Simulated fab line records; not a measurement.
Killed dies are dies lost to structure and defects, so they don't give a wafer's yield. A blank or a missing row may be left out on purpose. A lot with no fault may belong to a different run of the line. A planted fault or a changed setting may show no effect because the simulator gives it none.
Which tool did it? || flow berkeley cmos170 || 7 lots with 21 wafers sampled at 2 steps, on a route of 331 steps

WHAT EACH GAUGE READ, for each wafer
UCB170_SDANNEAL_RS_MEAS_02: measurement is done with a four-point probe.
{"lot": "L140", "measured": "day 7 14:51", "on": "film metro-03", "PSD_RS (ohm/sq)": "75.39 75.57 75.68"}
{"lot": "L138", "measured": "day 7 15:02", "on": "film metro-04", "PSD_RS (ohm/sq)": "75.55 75.85 76.20"}
{"lot": "L143", "measured": "day 8 05:32", "on": "film metro-03", "PSD_RS (ohm/sq)": "75.60 75.91 75.54"}
{"lot": "L147", "measured": "day 9 02:55", "on": "film metro-03", "PSD_RS (ohm/sq)": "75.67 75.69 75.83"}
{"lot": "L152", "measured": "day 10 06:10", "on": "film metro-04", "PSD_RS (ohm/sq)": "75.28 75.43 75.17"}
{"lot": "L156", "measured": "day 10 15:53", "on": "film metro-02", "PSD_RS (ohm/sq)": "75.68 75.78 76.02"}
{"lot": "L159", "measured": "day 11 16:28", "on": "film metro-04", "PSD_RS (ohm/sq)": "75.91 75.99 75.87"}

WHAT TOOL EACH LOT RAN ON (gives the tool, then ch and the chambers of the sampled wafers, and finally the start)
{"lot": "L140", "UCB170_PSD_STRIP_09": "plasma asher-02 ch 0,1, day 7 09:38"}
{"lot": "L138", "UCB170_PSD_STRIP_09": "plasma asher-02 ch 0,1, day 7 10:10"}
{"lot": "L143", "UCB170_PSD_STRIP_09": "plasma asher-03 ch 0,1, day 8 00:08"}
{"lot": "L147", "UCB170_PSD_STRIP_09": "plasma asher-04 ch 0,1, day 8 23:52"}
{"lot": "L152", "UCB170_PSD_STRIP_09": "plasma asher-04 ch 0,1, day 10 01:05"}
{"lot": "L156", "UCB170_PSD_STRIP_09": "plasma asher-04 ch 0, day 10 11:31"}
{"lot": "L159", "UCB170_PSD_STRIP_09": "plasma asher-04 ch 0,1, day 11 12:38"}
- UCB170_PSD_STRIP_09: strips in O2.

THE ANSWER, worked out from the rows above alone
Rule: what is usual is taken from the lots themselves. Put in order of their means at a reading, lots are off if they are a third of the lots or fewer, leave a main group of 4 or more, and stand apart from it by a gap of 3 or more times the standard deviation of the main group's means; of several such gaps the widest counts. A main group is skipped when, at the precision printed for the reading in the tables above, its means are all equal. A lot without any number at a reading at which 4 lots or more have one is off too. The other lots that the step has rows for count as sound.
None of the lots is off at any reading shown; this tells nothing.

WHAT THE SIMULATOR HAD PUT IN
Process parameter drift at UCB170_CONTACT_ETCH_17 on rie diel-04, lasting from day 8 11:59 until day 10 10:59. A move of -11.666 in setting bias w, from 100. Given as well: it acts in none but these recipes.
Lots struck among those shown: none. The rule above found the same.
